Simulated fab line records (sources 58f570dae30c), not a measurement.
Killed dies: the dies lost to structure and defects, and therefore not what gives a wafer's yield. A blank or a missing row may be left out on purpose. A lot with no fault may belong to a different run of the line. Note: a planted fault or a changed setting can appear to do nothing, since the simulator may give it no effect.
Which tool did it? || flow berkeley cmos170 || 14 lots, 42 wafers sampled, at 5 steps of a route of 331

WHAT THE GAUGES READ, wafer by wafer
UCB170_NWELL_THK_MEAS_02. Usual: NWELL_OXIDE_THK gives 26.3 nm (standard deviation 0.53).
{"lot": "L679", "measured": "day 1 23:00", "on": "film metro-02", "NWELL_OXIDE_THK (nm)": "25.6 25.9 26.2", "flag": ""}
{"lot": "L680", "measured": "day 2 01:48", "on": "film metro-01", "NWELL_OXIDE_THK (nm)": "26.5 25.9 26.0", "flag": ""}
{"lot": "L681", "measured": "day 2 05:50", "on": "film metro-04", "NWELL_OXIDE_THK (nm)": "26.4 26.5 26.6", "flag": ""}
{"lot": "L683", "measured": "day 2 17:03", "on": "film metro-02", "NWELL_OXIDE_THK (nm)": "26.6 26.9 26.6", "flag": ""}
{"lot": "L684", "measured": "day 2 23:41", "on": "film metro-02", "NWELL_OXIDE_THK (nm)": "26.4 26.5 26.9", "flag": ""}
{"lot": "L686", "measured": "day 3 08:11", "on": "film metro-02", "NWELL_OXIDE_THK (nm)": "26.2 26.2 26.1", "flag": ""}
{"lot": "L685", "measured": "day 3 08:13", "on": "film metro-04", "NWELL_OXIDE_THK (nm)": "27.5 26.4 26.6", "flag": ""}
{"lot": "L687", "measured": "day 3 15:08", "on": "film metro-04", "NWELL_OXIDE_THK (nm)": "25.6 26.3 25.7", "flag": ""}
{"lot": "L688", "measured": "day 4 02:29", "on": "film metro-01", "NWELL_OXIDE_THK (nm)": "26.9 26.8 26.4", "flag": ""}
{"lot": "L690", "measured": "day 4 05:05", "on": "film metro-01", "NWELL_OXIDE_THK (nm)": "26.4 26.5 26.4", "flag": ""}
{"lot": "L694", "measured": "day 5 06:31", "on": "film metro-02", "NWELL_OXIDE_THK (nm)": "26.4 26.1 25.8", "flag": ""}
{"lot": "L695", "measured": "day 5 06:32", "on": "film metro-04", "NWELL_OXIDE_THK (nm)": "25.5 24.9 24.9", "flag": ""}
{"lot": "L698", "measured": "day 5 19:04", "on": "film metro-02", "NWELL_OXIDE_THK (nm)": "24.6 25.2 25.3", "flag": ""}
{"lot": "L702", "measured": "day 6 20:41", "on": "film metro-04", "NWELL_OXIDE_THK (nm)": "27.5 27.4 27.2", "flag": ""}

UCB170_WELLDRIVE_THK_MEAS_02. Usual: WELLDRIVE_OXIDE_THK gives 199 nm (standard deviation 3.9).
{"lot": "L679", "measured": "day 3 08:22", "on": "film metro-03", "WELLDRIVE_OXIDE_THK (nm)": "193 195 200", "flag": ""}
{"lot": "L680", "measured": "day 3 18:38", "on": "film metro-04", "WELLDRIVE_OXIDE_THK (nm)": "194 193 195", "flag": ""}
{"lot": "L681", "measured": "day 3 18:38", "on": "film metro-01", "WELLDRIVE_OXIDE_THK (nm)": "201 203 201", "flag": ""}
{"lot": "L683", "measured": "day 4 07:58", "on": "film metro-04", "WELLDRIVE_OXIDE_THK (nm)": "199 202 200", "flag": ""}
{"lot": "L684", "measured": "day 4 13:34", "on": "film metro-01", "WELLDRIVE_OXIDE_THK (nm)": "197 196 196", "flag": ""}
{"lot": "L686", "measured": "day 4 18:38", "on": "film metro-04", "WELLDRIVE_OXIDE_THK (nm)": "202 201 199", "flag": ""}
{"lot": "L685", "measured": "day 5 05:22", "on": "film metro-04", "WELLDRIVE_OXIDE_THK (nm)": "201 204 202", "flag": ""}
{"lot": "L687", "measured": "day 5 08:52", "on": "film metro-03", "WELLDRIVE_OXIDE_THK (nm)": "200 201 204", "flag": ""}
{"lot": "L688", "measured": "day 5 15:16", "on": "film metro-01", "WELLDRIVE_OXIDE_THK (nm)": "202 201 198", "flag": ""}
{"lot": "L690", "measured": "day 5 15:16", "on": "film metro-04", "WELLDRIVE_OXIDE_THK (nm)": "199 197 199", "flag": ""}
{"lot": "L694", "measured": "day 6 22:54", "on": "film metro-03", "WELLDRIVE_OXIDE_THK (nm)": "182 182 180", "flag": "OFF"}
{"lot": "L695", "measured": "day 6 22:55", "on": "film metro-01", "WELLDRIVE_OXIDE_THK (nm)": "175 177 176", "flag": "OFF"}
{"lot": "L698", "measured": "day 7 10:17", "on": "film metro-04", "WELLDRIVE_OXIDE_THK (nm)": "200 198 198", "flag": ""}
{"lot": "L702", "measured": "day 8 08:44", "on": "film metro-03", "WELLDRIVE_OXIDE_THK (nm)": "201 199 200", "flag": ""}

UCB170_NLDD_CD_MEAS_06: the cd target is 1200 nm. Usual: cd nm 1198.9 nm, standard deviation 1.5.
{"lot": "L679", "measured": "day 6 03:08", "on": "cd sem-01", "cd nm (nm)": "1199.1 1200.0 1199.2", "flag": ""}
{"lot": "L680", "measured": "day 6 11:34", "on": "cd sem-01", "cd nm (nm)": "1197.6 1197.4 1198.6", "flag": ""}
{"lot": "L681", "measured": "day 6 10:53", "on": "cd sem-01", "cd nm (nm)": "1198.4 1197.9 1199.0", "flag": ""}
{"lot": "L683", "measured": "day 6 21:30", "on": "cd sem-02", "cd nm (nm)": "1198.5 1197.8 1198.2", "flag": ""}
{"lot": "L684", "measured": "day 7 15:37", "on": "cd sem-02", "cd nm (nm)": "1199.6 1199.9 1198.5", "flag": ""}
{"lot": "L686", "measured": "day 7 21:51", "on": "cd sem-01", "cd nm (nm)": "1198.5 1199.5 1198.3", "flag": ""}
{"lot": "L685", "measured": "day 8 05:04", "on": "cd sem-01", "cd nm (nm)": "1202.7 1203.2 1203.1", "flag": ""}
{"lot": "L687", "measured": "day 8 05:26", "on": "cd sem-01", "cd nm (nm)": "1196.3 1197.5 1196.1", "flag": ""}
{"lot": "L688", "measured": "day 8 05:18", "on": "cd sem-01", "cd nm (nm)": "1199.4 1198.4 1195.9", "flag": ""}
{"lot": "L690", "measured": "day 8 04:48", "on": "cd sem-01", "cd nm (nm)": "1199.1 1199.3 1199.4", "flag": ""}
{"lot": "L694", "measured": "day 10 00:40", "on": "cd sem-02", "cd nm (nm)": "1198.5 1198.7 1197.1", "flag": ""}
{"lot": "L695", "measured": "day 10 01:06", "on": "cd sem-01", "cd nm (nm)": "1198.0 1199.5 1198.9", "flag": ""}
{"lot": "L698", "measured": "day 10 07:19", "on": "cd sem-02", "cd nm (nm)": "1198.4 1198.6 1198.1", "flag": ""}
{"lot": "L702", "measured": "day 11 02:30", "on": "cd sem-02", "cd nm (nm)": "1199.6 1200.0 1199.5", "flag": ""}

UCB170_M1_CD_MEAS_09: the cd target is 700 nm. Usual: cd nm 700.4 nm, standard deviation 1.3.
{"lot": "L679", "measured": "day 6 22:46", "on": "cd sem-02", "cd nm (nm)": "700.8 702.0 701.3", "flag": ""}
{"lot": "L680", "measured": "day 7 06:52", "on": "cd sem-02", "cd nm (nm)": "700.0 697.9 698.9", "flag": ""}
{"lot": "L681", "measured": "day 7 07:01", "on": "cd sem-02", "cd nm (nm)": "700.5 699.0 699.5", "flag": ""}
{"lot": "L683", "measured": "day 7 16:31", "on": "cd sem-01", "cd nm (nm)": "701.9 701.9 701.4", "flag": ""}
{"lot": "L684", "measured": "day 8 14:26", "on": "cd sem-01", "cd nm (nm)": "701.3 700.6 699.3", "flag": ""}
{"lot": "L686", "measured": "day 8 20:55", "on": "cd sem-02", "cd nm (nm)": "702.1 699.9 702.5", "flag": ""}
{"lot": "L685", "measured": "day 9 02:01", "on": "cd sem-02", "cd nm (nm)": "703.2 702.2 703.4", "flag": ""}
{"lot": "L687", "measured": "day 9 01:44", "on": "cd sem-01", "cd nm (nm)": "697.6 698.6 698.7", "flag": ""}
{"lot": "L688", "measured": "day 9 00:38", "on": "cd sem-01", "cd nm (nm)": "702.3 702.2 702.1", "flag": ""}
{"lot": "L690", "measured": "day 9 01:14", "on": "cd sem-01", "cd nm (nm)": "701.1 701.9 700.0", "flag": ""}
{"lot": "L694", "measured": "day 10 22:00", "on": "cd sem-02", "cd nm (nm)": "700.1 700.3 700.6", "flag": ""}
{"lot": "L695", "measured": "day 10 21:29", "on": "cd sem-02", "cd nm (nm)": "701.0 699.5 700.7", "flag": ""}
{"lot": "L698", "measured": "day 11 05:13", "on": "cd sem-02", "cd nm (nm)": "699.6 699.4 699.3", "flag": ""}
{"lot": "L702", "measured": "day 11 22:10", "on": "cd sem-01", "cd nm (nm)": "701.0 701.4 701.6", "flag": ""}

TOOL THAT RAN EACH LOT (tool first, then ch and the chambers of the sampled wafers, then the start)
{"lot": "L679", "UCB170_WELLDRIVE_OXIDATION_01": "furnace-03 ch 0, day 3 04:51"}
{"lot": "L680", "UCB170_WELLDRIVE_OXIDATION_01": "furnace-03 ch 0, day 3 15:08"}
{"lot": "L681", "UCB170_WELLDRIVE_OXIDATION_01": "furnace-03 ch 0, day 3 15:08"}
{"lot": "L683", "UCB170_WELLDRIVE_OXIDATION_01": "furnace-02 ch 0, day 4 04:28"}
{"lot": "L684", "UCB170_WELLDRIVE_OXIDATION_01": "furnace-01 ch 0, day 4 10:04"}
{"lot": "L686", "UCB170_WELLDRIVE_OXIDATION_01": "furnace-03 ch 0, day 4 15:00"}
{"lot": "L685", "UCB170_WELLDRIVE_OXIDATION_01": "furnace-01 ch 0, day 5 01:51"}
{"lot": "L687", "UCB170_WELLDRIVE_OXIDATION_01": "furnace-01 ch 0, day 5 05:21"}
{"lot": "L688", "UCB170_WELLDRIVE_OXIDATION_01": "furnace-01 ch 0, day 5 11:46"}
{"lot": "L690", "UCB170_WELLDRIVE_OXIDATION_01": "furnace-01 ch 0, day 5 11:46"}
{"lot": "L694", "UCB170_WELLDRIVE_OXIDATION_01": "furnace-01 ch 0, day 6 19:24"}
{"lot": "L695", "UCB170_WELLDRIVE_OXIDATION_01": "furnace-01 ch 0, day 6 19:24"}
{"lot": "L698", "UCB170_WELLDRIVE_OXIDATION_01": "furnace-03 ch 0, day 7 06:47"}
{"lot": "L702", "UCB170_WELLDRIVE_OXIDATION_01": "furnace-02 ch 0, day 8 05:14"}
- UCB170_WELLDRIVE_OXIDATION_01: target thk 199 nm, ox time 9000 s.

AS READ BY THE TOOLS THEMSELVES (means over the sampled wafers that have a number; for cases with no such wafer, the mark the record gives instead)
UCB170_WELLDRIVE_OXIDATION_01. Usual: spike tc centre C 1102.7 C, standard deviation 1.3.
{"lot": "L679", "tool": "furnace-03", "spike tc centre C (C)": 1103.7, "flag": ""}
{"lot": "L680", "tool": "furnace-03", "spike tc centre C (C)": 1103.5, "flag": ""}
{"lot": "L681", "tool": "furnace-03", "spike tc centre C (C)": 1102.7, "flag": ""}
{"lot": "L683", "tool": "furnace-02", "spike tc centre C (C)": 1103.2, "flag": ""}
{"lot": "L684", "tool": "furnace-01", "spike tc centre C (C)": 1101.6, "flag": ""}
{"lot": "L686", "tool": "furnace-03", "spike tc centre C (C)": 1102.8, "flag": ""}
{"lot": "L685", "tool": "furnace-01", "spike tc centre C (C)": 1102.0, "flag": ""}
{"lot": "L687", "tool": "furnace-01", "spike tc centre C (C)": 1101.3, "flag": ""}
{"lot": "L688", "tool": "furnace-01", "spike tc centre C (C)": 1102.2, "flag": ""}
{"lot": "L690", "tool": "furnace-01", "spike tc centre C (C)": 1101.2, "flag": ""}
{"lot": "L694", "tool": "furnace-01", "spike tc centre C (C)": 1102.5, "flag": ""}
{"lot": "L695", "tool": "furnace-01", "spike tc centre C (C)": 1102.3, "flag": ""}
{"lot": "L698", "tool": "furnace-03", "spike tc centre C (C)": 1103.9, "flag": ""}
{"lot": "L702", "tool": "furnace-02", "spike tc centre C (C)": 1103.2, "flag": ""}

THE ANSWER, worked out from the rows above alone
Rule: a lot counts as off when the mean over its wafers that have a number is more than 3 standard deviations away from the usual mean. A lot without any number at a reading at which 4 lots or more have one is off too. All remaining lots with rows at the step are treated as sound. Order of review: gauges by route order, followed by the tools' own readings, for which a lot's mean as printed above is used. The first step at which some lot is off is used, and at that step the reading that is off furthest; a lot without a number counts as furthest.
Off: at UCB170_WELLDRIVE_THK_MEAS_02 (WELLDRIVE_OXIDE_THK), L694, L695.
If a tool, at a process step before that reading, ran all the lots that are off and no sound lot after the first of them, it fits. Those tools and the gauges at UCB170_WELLDRIVE_THK_MEAS_02 are tried in the same way. One candidate fits, namely furnace-01 at UCB170_WELLDRIVE_OXIDATION_01. A fault onset in the window from L688 (day 5 11:46, its last sound lot) to L694 (day 6 19:24, its first lot off) fits.

WHAT WAS PUT IN BY THE SIMULATOR
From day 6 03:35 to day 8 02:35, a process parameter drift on furnace-01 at UCB170_WELLDRIVE_OXIDATION_01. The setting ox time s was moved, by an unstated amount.
Lots struck among those shown: L694, L695. The rule above reached the same finding.
